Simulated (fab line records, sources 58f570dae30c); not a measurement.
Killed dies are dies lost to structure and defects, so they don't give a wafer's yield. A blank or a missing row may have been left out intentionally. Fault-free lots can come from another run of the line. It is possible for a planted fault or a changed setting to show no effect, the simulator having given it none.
Matching of chambers	flow berkeley_cmos170	UCB170_PWELL_ETCH_14 on rie_diel-04 has 4 sister chambers
The step etches Si3N4 in CH3F/Ar/O2, stops on SiO2, target depth 242 nm, time 151 s. 8 wafers are shown with their chamber, then 7 later ones without.

== WAFERS PAIRED WITH THEIR CHAMBERS ==
wafer	chamber	drypump_motor_current_A (A)	throttle_valve_pct (%)
L631.5	3	5.44	8.25
L631.6	2	5.89	8.18
L635.5	2	5.88	8.18
L635.6	3	5.44	8.26
L642.1	0	5.36	8.11
L642.6	1	5.93	8.14
L648.1	1	5.94	8.14
L648.2	0	5.35	8.13

== WAFERS WITH NO CHAMBER GIVEN ==
wafer	drypump_motor_current_A (A)	throttle_valve_pct (%)
L648.6	5.44	8.25
L650.1	5.44	8.25
L650.2	5.88	8.16
L650.6	5.86	8.18
L651.3	5.91	8.13
L651.5	5.89	8.18
L651.6	5.92	8.14

== EACH ONE'S CHAMBER ==
wafer	from the rows above	in truth
L648.6	3	3
L650.1	3	3
L650.2	2	2
L650.6	2	2
L651.3	1	1
L651.5	2	2
L651.6	1	1
Placed correctly: 7 of 7. Not placeable from these rows: 0. 0 placed wrongly.
How it was worked out, from the rows above alone: a wafer's distance from a chamber is the root of the sum, over the readings, of the square of ((its reading less the chamber's mean) divided by the reading's scatter). The wafer belongs to the nearest chamber; if the next one is less than 2 further off, it can't be placed. A chamber's mean is the mean of its shown wafers. The scatter: the root of (the sum of the squares of (reading less its chamber's mean) over the shown wafers, divided by (wafers less chambers)).
